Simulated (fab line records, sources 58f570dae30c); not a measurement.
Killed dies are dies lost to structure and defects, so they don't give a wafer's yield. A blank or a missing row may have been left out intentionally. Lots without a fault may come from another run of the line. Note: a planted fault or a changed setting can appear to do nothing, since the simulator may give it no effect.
Chamber matching / flow berkeley-cmos170 / 4 sister chambers for UCB170_ZERO_ETCH_06 on rie-diel-02
The step etches SiO2 in CHF3/CF4/Ar, time 12 s. 8 wafers are shown with their chamber, then 8 later ones without.

WAFERS PAIRED WITH THEIR CHAMBERS
wafer=L454.2; chamber=1; drypump-motor-current-A (A)=4.9; throttle-valve-pct (%)=9.26
wafer=L458.2; chamber=2; drypump-motor-current-A (A)=5.5; throttle-valve-pct (%)=9.19
wafer=L458.3; chamber=1; drypump-motor-current-A (A)=4.9; throttle-valve-pct (%)=9.27
wafer=L458.5; chamber=3; drypump-motor-current-A (A)=5.9; throttle-valve-pct (%)=9.34
wafer=L460.2; chamber=0; drypump-motor-current-A (A)=6.4; throttle-valve-pct (%)=9.47
wafer=L460.5; chamber=0; drypump-motor-current-A (A)=6.5; throttle-valve-pct (%)=9.47
wafer=L460.6; chamber=3; drypump-motor-current-A (A)=5.9; throttle-valve-pct (%)=9.35
wafer=L470.1; chamber=2; drypump-motor-current-A (A)=5.5; throttle-valve-pct (%)=9.19

WAFERS MISSING THEIR CHAMBER
wafer=L470.3; drypump-motor-current-A (A)=5.9; throttle-valve-pct (%)=9.34
wafer=L470.5; drypump-motor-current-A (A)=4.9; throttle-valve-pct (%)=9.26
wafer=L471.1; drypump-motor-current-A (A)=5.8; throttle-valve-pct (%)=9.35
wafer=L471.3; drypump-motor-current-A (A)=6.4; throttle-valve-pct (%)=9.46
wafer=L471.4; drypump-motor-current-A (A)=5.5; throttle-valve-pct (%)=9.19
wafer=L474.1; drypump-motor-current-A (A)=5.9; throttle-valve-pct (%)=9.33
wafer=L474.2; drypump-motor-current-A (A)=4.9; throttle-valve-pct (%)=9.28
wafer=L474.3; drypump-motor-current-A (A)=5.5; throttle-valve-pct (%)=9.19

THE CHAMBER EACH PASSED THROUGH
wafer=L470.3; from the rows above=3; in truth=3
wafer=L470.5; from the rows above=1; in truth=1
wafer=L471.1; from the rows above=3; in truth=3
wafer=L471.3; from the rows above=0; in truth=0
wafer=L471.4; from the rows above=2; in truth=2
wafer=L474.1; from the rows above=3; in truth=3
wafer=L474.2; from the rows above=1; in truth=1
wafer=L474.3; from the rows above=2; in truth=2
Correctly placed: 8 of 8. Number that these rows cannot place: 0. Number placed wrongly: 0.
How it was worked out, from the rows above alone: a wafer's distance from a chamber is the root of the sum, over the readings, of the square of ((its reading less the chamber's mean) divided by the reading's scatter). The wafer belongs to the nearest chamber; if the next one is less than 2 further off, it can't be placed. For every chamber, the mean is computed from those of its wafers that are shown. The scatter: take each reading less its chamber's mean, square it, sum over the shown wafers, divide by the number of wafers less the number of chambers, and take the root.
